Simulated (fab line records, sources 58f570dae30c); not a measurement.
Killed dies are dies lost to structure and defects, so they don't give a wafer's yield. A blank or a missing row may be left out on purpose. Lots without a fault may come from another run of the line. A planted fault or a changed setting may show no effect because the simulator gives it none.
Problem report in the 8D (eight disciplines) form, filled by code | flow berkeley_cmos170 | the parts of the form that need people (team, actions taken, sign-off) are left out

1. THE PROBLEM
PLDD_TW at UCB170_PLDD_TW_MEAS_11 reads a mean of 944 on 6 wafers of 2 lots; wafers without a fault read 1007 with a standard deviation of 9.9. That is -6.3 standard deviations from the usual mean.
First seen on wafer L757.2, day 9 21:35, on film_metro-01. The record holds 42 wafers of 14 lots with a number at this step. Rule for "out", or "out of limits": more than 4 standard deviations from the usual mean. The other wafers with a number count as sound.

2. WHAT IT IS AND WHAT IT IS NOT
question                    | is                     | is not
which readings at this step | PLDD_TW                | -
which lots                  | L757, L758             | L746, L747, L748, L749, L750, L751, L760, L762, L764, L766, L768, L769
which wafers of those lots  | all that have a number | -
read on which gauges        | film_metro-01          | film_metro-02, film_metro-03
when                        | from day 9 21:35       | up to then (18 sound wafers); but 18 sound wafers of L760, L762, L764, L766, L768, L769 came after

3. SUSPECTS, AND WHAT RULES EACH OUT
Counting: a tool at a process step up to the reading stays a suspect if it ran every lot that is out and no sound lot after the first of them.
- the gauge at UCB170_PLDD_TW_MEAS_11: ruled out. All the wafers that are out were read on film_metro-01, but those of them that UCB170_PLDD_IMPLANT_09 has rows for are out there too, on other tools.
- implanter-02 at UCB170_PLDD_IMPLANT_09: kept. It ran every lot that is out, first L757 (day 9 21:21), and no sound lot after that; its last sound lot up to then is L751 (day 8 10:16). Its own readings are out on those wafers: dose_ions_cm2, faraday_current_uA.
Left after counting: implanter-02 at UCB170_PLDD_IMPLANT_09.

4. THE CAUSE (what the simulator had put in)
Process parameter drift: implanter-02, from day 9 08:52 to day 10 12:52, at UCB170_PLDD_IMPLANT_09. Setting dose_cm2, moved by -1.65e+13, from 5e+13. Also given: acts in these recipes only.
Counting left only this tool.

5. THE CHAIN OF EFFECTS, in route order
Each row: a reading whose mean over the struck wafers that have a number lies more than 3 standard deviations from the usual. Only readings for which the record gives a usual standard deviation are gone through. hours: the time from each lot's start at the first step in this table that gives one to its start at this step, as a median over the lots. sigmas: the change in usual standard deviations.
hours | step                       | reading            | usual         | on struck wafers | change     | sigmas
0     | UCB170_PLDD_IMPLANT_09     | dose_ions_cm2      | 4.999e+13     | 3.348e+13        | -1.651e+13 | -99 or more
0     | UCB170_PLDD_IMPLANT_09     | faraday_current_uA | 159           | 106              | -53        | -17
0     | UCB170_PLDD_TW_MEAS_11     | PLDD_TW            | 1007          | 944              | -63        | -6.3
14    | UCB170_SDANNEAL_RS_MEAS_04 | PLDD_RS            | 1032.0 ohm/sq | 1189.9           | +157.9     | +56
The process steps in it:
- UCB170_PLDD_IMPLANT_09

6. WHAT WOULD HAVE CAUGHT IT SOONER
In this record the first reading out of limits at a measuring or inspecting step was taken at day 9 21:35, 13 hours after the fault began at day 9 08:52.
The tool's own readings at UCB170_PLDD_IMPLANT_09 were out on every struck wafer that the step has a row for (dose_ions_cm2, faraday_current_uA): an alarm limit on them would have fired on the first of those.
Of the lots that are out (2), L758 began UCB170_PLDD_IMPLANT_09 on implanter-02 after day 9 21:35. A hold on the tool at that time would have spared it.
